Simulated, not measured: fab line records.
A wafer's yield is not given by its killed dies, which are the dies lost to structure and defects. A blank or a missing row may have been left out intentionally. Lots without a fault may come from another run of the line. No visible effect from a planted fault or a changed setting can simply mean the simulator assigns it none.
Chamber matching ; flow berkeley cmos170 ; UCB170_GATE_ETCH_15 on rie si-02 has 4 sister chambers
The step etches poly-Si in HBr/Cl2, stops on SiO2, time 56.3 s, target depth 278.2 nm. 4 wafers are shown with their chamber, then 7 later ones without.

WAFERS PAIRED WITH THEIR CHAMBERS
wafer;chamber;drypump motor current A (A)
L589.2;0;6.2
L591.1;1;4.7
L590.2;3;5.6
L590.6;2;6.7

WAFERS MISSING THEIR CHAMBER
wafer;drypump motor current A (A)
L594.2;6.2
L594.4;5.6
L594.6;4.8
L595.2;5.6
L595.3;4.8
L595.6;4.8
L597.2;4.8

CHAMBER TAKEN BY EACH
wafer;from the rows above;in truth
L594.2;0;0
L594.4;3;3
L594.6;1;1
L595.2;3;3
L595.3;1;1
L595.6;1;1
L597.2;1;1
7 of 7 placed correctly. Can't be placed from these rows: 0. 0 placed wrongly.
How it was worked out, from the rows above alone: a wafer's distance from a chamber is the root of the sum, over the readings, of the square of ((its reading less the chamber's mean) divided by the reading's scatter). The wafer belongs to the nearest chamber; if the next one is less than 2 further off, it can't be placed. The mean given for a chamber averages the wafers shown for that chamber. The scatter: with one shown wafer a chamber, the root of the mean of the squares of how far each hidden wafer lies from its nearest shown one.
